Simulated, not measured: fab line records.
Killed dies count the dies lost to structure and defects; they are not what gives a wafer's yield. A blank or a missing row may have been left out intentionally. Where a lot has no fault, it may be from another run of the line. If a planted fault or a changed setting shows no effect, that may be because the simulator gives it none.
Split-lot experiment	flow rit_cmos	27 wafers read across 5 lots, on a route 202 steps long

== THE SPLIT ==
At RIT_SDANNEAL_RTA_03 (time 5 s), the setting time_s was moved away from the recipe's 5 s on 9 of the 27 wafers read, by -55.4% to +27.8%. All remaining wafers had this setting at the recipe value.

== FROM THE SPLIT TO THE READING: what the file shows between them, 3 steps ==
- RIT_SDANNEAL_RS_MEAS_04: measures by four-point-probe
- RIT_SDANNEAL_RS_MEAS_05: measures by four-point-probe
- RIT_SDANNEAL_RS_MEAS_06: measures by four-point-probe

== THE READING ==
NLDD_RS (ohm/sq), read at RIT_SDANNEAL_RS_MEAS_07 with a four-point probe. On this fab line, fault-free wafers typically give 151.7 ohm/sq with a standard deviation of 0.52 ohm/sq.

wafer	tool, chamber at the split	time_s as run, s	against the recipe	NLDD_RS, ohm/sq	against lot-mates on the recipe
L074.1	rtp_anneal-02, 0	5	recipe	151.8	-
L074.2	rtp_anneal-02, 0	5	recipe	152.4	-
L074.3	rtp_anneal-02, 0	2.229	-55.4%	153.8	+1.8
L074.4	rtp_anneal-02, 0	2.229	-55.4%	153.6	+1.6
L074.5	rtp_anneal-02, 0	5	recipe	151.9	-
L074.6	rtp_anneal-02, 0	2.229	-55.4%	153.7	+1.7
L079.1	rtp_anneal-01, 0	5	recipe	152.0	-
L079.2	rtp_anneal-01, 0	5	recipe	151.5	-
L079.3	rtp_anneal-01, 0	5	recipe	152.3	-
L079.4	rtp_anneal-01, 0	5	recipe	151.9	-
L079.5	rtp_anneal-01, 0	5	recipe	151.9	-
L079.6	rtp_anneal-01, 0	5	recipe	152.4	-
L081.2	rtp_anneal-01, 0	5	recipe	152.3	-
L081.3	rtp_anneal-01, 0	5	recipe	152.7	-
L081.4	rtp_anneal-01, 0	5	recipe	152.5	-
L082.1	rtp_anneal-02, 0	5	recipe	152.2	-
L082.2	rtp_anneal-02, 0	6.389	+27.8%	152.2	-0.2
L082.3	rtp_anneal-02, 0	5	recipe	152.5	-
L082.4	rtp_anneal-02, 0	6.389	+27.8%	151.8	-0.6
L082.5	rtp_anneal-02, 0	5	recipe	152.4	-
L082.6	rtp_anneal-02, 0	6.389	+27.8%	151.3	-1.1
L084.1	rtp_anneal-02, 0	6.323	+26.5%	150.9	-0.7
L084.2	rtp_anneal-02, 0	5	recipe	151.6	-
L084.3	rtp_anneal-02, 0	5	recipe	151.5	-
L084.4	rtp_anneal-02, 0	5	recipe	151.7	-
L084.5	rtp_anneal-02, 0	6.323	+26.5%	150.8	-0.8
L084.6	rtp_anneal-02, 0	6.323	+26.5%	151.0	-0.6

THE FIT
A straight line over all 27 wafers: NLDD_RS changes by -0.0285 ohm/sq for each +1% of time_s; r = -0.86; the points scatter about the line by 0.4 ohm/sq.
The same after taking each lot's own level away (the mean of its wafers on the recipe; 27 wafers): -0.0281 ohm/sq for each +1%; r = -0.94; scatter 0.24 ohm/sq.
According to that fit, moving time_s by its largest amount changes the reading by 1.6 ohm/sq.
From 151.60 to 152.50 ohm/sq: that is the span of the lots' own levels, equal to 1.7 times the standard deviation above.
The two slopes are in agreement: the lot-to-lot level therefore moves the slope only a little.
Check: with one of the wafers moved furthest among these (-55.4%) left out of the fit, the line predicts +1.53 ohm/sq for it against its lot-mates. Against them it came out at +1.77 ohm/sq.

== THE OTHER SPLITS THESE WAFERS WENT THROUGH ==
Note: prior to the reading, these wafers also went through further splits. Each is held against what the fit with the lots' levels taken away leaves over:
other split on the same wafers	wafers away from the commonest value	r with NLDD_RS (lot level and that fit taken away)
RIT_ACTIVE_DEVELOP_10 develop_time_s	6	+0.01
RIT_GATE_DEVELOP_15 develop_time_s	12	-0.04

== THE WHOLE CHAIN: every reading that the file lists as answering this split, in the file's order ==
step	what it does	reading	change (the file's fit)	r (the file's)
RIT_SDANNEAL_RS_MEAS_04	measures by four-point-probe	PSD_RS	-0.163 for each +1% of the setting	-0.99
RIT_SDANNEAL_RS_MEAS_05	measures by four-point-probe	NSD_RS	-0.0234 for each +1% of the setting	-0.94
RIT_SDANNEAL_RS_MEAS_06	measures by four-point-probe	PLDD_RS	-0.196 for each +1% of the setting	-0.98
RIT_SDANNEAL_RS_MEAS_07	measures by four-point-probe	NLDD_RS	-0.0283 for each +1% of the setting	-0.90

== THE FILE'S OWN FIT ==
NLDD_RS changes by -0.0283 ohm/sq for each +1% of time_s, r = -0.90.
